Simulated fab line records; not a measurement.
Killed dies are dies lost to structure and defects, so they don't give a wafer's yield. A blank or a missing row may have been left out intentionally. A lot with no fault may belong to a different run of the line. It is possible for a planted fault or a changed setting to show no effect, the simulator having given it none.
The same fault as seen by 2 desks -- flow rit cmos -- only its own numbers are on each desk; what lay behind them is given at the end

## TOOL OWNER'S DESK, iline stepper-01
The tool's own readings at RIT_GATE_EXPOSE_13 (exposes mask M6, target cd 150 nm): means of the sampled wafers that have a number, for each lot that ran on this tool. Marked OUT: a lot whose mean sits more than 4 standard deviations from the usual mean, which makes it out of limits; the brackets give that distance.
Columns: A = exposure dose mJ cm2 at RIT_GATE_EXPOSE_13, usual 380.0
lot,first seen here,A
L764,day 3 01:55,380.1
L765,day 3 08:23,379.8
L769,day 4 01:28,379.7
L771,day 4 10:55,380.3
L773,day 4 20:43,380.2
L775,day 5 05:51,380.2
L776,day 5 09:25,379.9
L779,day 6 01:29,370.5 (-24) OUT
L780,day 6 07:04,363.2 (-42) OUT
Finding of this desk: L779, L780 out of limits; the first was L779 at day 6 01:29, on exposure dose mJ cm2 at RIT_GATE_EXPOSE_13. L764, L765, L769, L771, L773, L775, L776: within limits.

## AT THE METROLOGY DESK
Means of the sampled wafers that have a number, per lot and without regard to the tool the lot ran on: this is what the gauges read. Marked OUT: a lot whose mean sits more than 4 standard deviations from the usual mean, which makes it out of limits; the brackets give that distance.
Columns: A = cd nm at RIT_GATE_CD_MEAS_16, usual 148.7 nm
lot,first seen here,A
L763,day 2 23:02,146.0
L764,day 3 02:19,147.0
L765,day 3 08:47,148.2
L766,day 3 12:07,143.1
L768,day 3 23:57,151.0
L769,day 4 01:52,147.6
L771,day 4 11:19,150.0
L772,day 4 17:10,145.0
L773,day 4 21:07,149.3
L775,day 5 06:15,146.1
L776,day 5 09:49,150.4
L779,day 6 01:53,106.3 (-15) OUT
L780,day 6 07:35,99.0 (-17) OUT
L781,day 6 11:26,144.9
Finding of this desk: L779, L780 out of limits; the first was L779 at day 6 01:53, on cd nm at RIT_GATE_CD_MEAS_16. L763, L764, L765, L766, L768, L769, L771, L772, L773, L775, L776, L781: within limits.

## BROUGHT TOGETHER
The tool owner's desk could have raised an alarm at day 6 01:29, on L779, L780.
L779, L780 would have let the metrology desk raise an alarm at day 6 01:53.
All the named lots went through RIT_GATE_EXPOSE_13 on iline stepper-01.

## WHAT THE SIMULATOR HAD PUT IN
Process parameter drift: iline stepper-01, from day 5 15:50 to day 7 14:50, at RIT_GATE_EXPOSE_13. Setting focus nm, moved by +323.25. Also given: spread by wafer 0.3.
Struck lots among those shown: L779, L780.
Time in hours from fault onset to the first out-of-limits reading at each desk: tool owner's desk 10, metrology desk 10.
